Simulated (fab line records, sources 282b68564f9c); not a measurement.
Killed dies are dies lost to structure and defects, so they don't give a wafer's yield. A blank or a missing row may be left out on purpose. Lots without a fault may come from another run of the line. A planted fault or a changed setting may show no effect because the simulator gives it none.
A struck lot beside a sound one | flow rit_cmos | 18 steps out of a route of 202
Sound: wafers L228.2, L228.4, L228.6. Struck: wafers L233.1, L233.2, L233.3. The cause comes at the end.
At each step with rows: each side's tool, then ch and its chambers, then its first start. Under that, the readings that differ: sound wafers | struck wafers | difference of the means | sigmas: that difference in standard deviations of wafers without a fault.
alike: readings whose means differ by less than 2 such deviations, and words and numbers that are the same on both sides. not compared: withheld readings, readings that some wafer has no value for, bounds like >300 that may hide the same value, and numbers for which the record gives no deviation and whose values overlap.
The two part at a step that has a row with sigmas, a row that says differs or no value, or rows on one side only. Numbers that don't overlap but have no deviation are shown without sigmas and don't part them. A reading that every wafer of one side lacks parts them only if that side has two wafers or more.

first, 2 steps without rows for these wafers: RIT_NWELL_HARDBAKE_07 (time 120 s); RIT_NWELL_IMPLANT_08.
RIT_NWELL_STRIP_09: strips in O2, time 180 s.
  sound on plasma_asher-03 ch 1, day 5 03:22; struck on plasma_asher-03 ch 0,1, day 6 01:46
  alike: drypump_motor_current_A
  not compared: rf_hours_counter_h
RIT_NWELL_TW_MEAS_10:
  sound on film_metro-01, day 5 03:33; struck on film_metro-01, day 6 01:56
  alike: NWELL_TW
then, 6 steps without rows for these wafers: RIT_PWELL_HMDS_00 (prime time 60 s); RIT_PWELL_COAT_01 (resist thk 1300 nm); RIT_PWELL_SOFTBAKE_02 (time 60 s); RIT_PWELL_EXPOSE_03 (exposes mask M3, target cd 43700 nm); RIT_PWELL_PEB_04; RIT_PWELL_DEVELOP_05 (develop time 68 s).
RIT_PWELL_OVL_MEAS_06:
  sound on overlay-01, day 5 04:29; struck on overlay-01, day 6 02:55
  alike: PWELL_OVL
then, 1 step without rows for these wafers: RIT_PWELL_HARDBAKE_07 (time 120 s).
RIT_PWELL_IMPLANT_08:
  sound on implanter-02 ch 0, day 5 04:47; struck on implanter-02 ch 0, day 6 03:19
  reading            | sound                         | struck                       | difference | sigmas
  dose_ions_cm2      | 7.001e+13 6.998e+13 6.994e+13 | 7.872e+13 7.88e+13 7.867e+13 | +8.753e+12 | +99 or more
  faraday_current_uA | 221 222 226                   | 241 252 249                  | +24        | +6
RIT_PWELL_STRIP_09: strips in O2, time 180 s.
  sound on plasma_asher-02 ch 0,1, day 5 04:55; struck on plasma_asher-02 ch 0,1, day 6 03:28
  alike: drypump_motor_current_A
  not compared: rf_hours_counter_h
RIT_PWELL_TW_MEAS_10:
  sound on film_metro-04, day 5 05:06; struck on film_metro-04, day 6 03:52
  reading  | sound       | struck      | difference | sigmas
  PWELL_TW | 952 960 951 | 988 980 987 | +31        | +5
  not compared: hold
RIT_WELLDRIVE_RS_MEAS_01: measures by four-point-probe.
  sound on film_metro-04, day 5 11:18; struck on film_metro-04, day 6 17:22
  alike: NWELL_RS
RIT_WELLDRIVE_RS_MEAS_02: measures by four-point-probe.
  sound on film_metro-04, day 5 11:25; struck on film_metro-04, day 6 17:52
  reading           | sound             | struck            | difference | sigmas
  PWELL_RS (ohm/sq) | 432.4 433.3 432.0 | 399.5 401.6 400.6 | -32.0      | -25
  not compared: hold
RIT_M1_PROBE_99:
  sound on prober-02, day 6 18:53; struck on prober-01, day 8 04:27
  alike: killed_at_contacts, killed_at_front_end, killed_dies, killed_open, killed_short

WHERE THEY PART
First at RIT_PWELL_IMPLANT_08; last, within this record, at RIT_WELLDRIVE_RS_MEAS_02. Later steps at which nothing parts them and some readings are alike: RIT_M1_PROBE_99.

WHY: what the simulator had put in
Process parameter drift: implanter-02, from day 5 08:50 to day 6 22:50, at RIT_PWELL_IMPLANT_08. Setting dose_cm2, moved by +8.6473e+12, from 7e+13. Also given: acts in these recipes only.
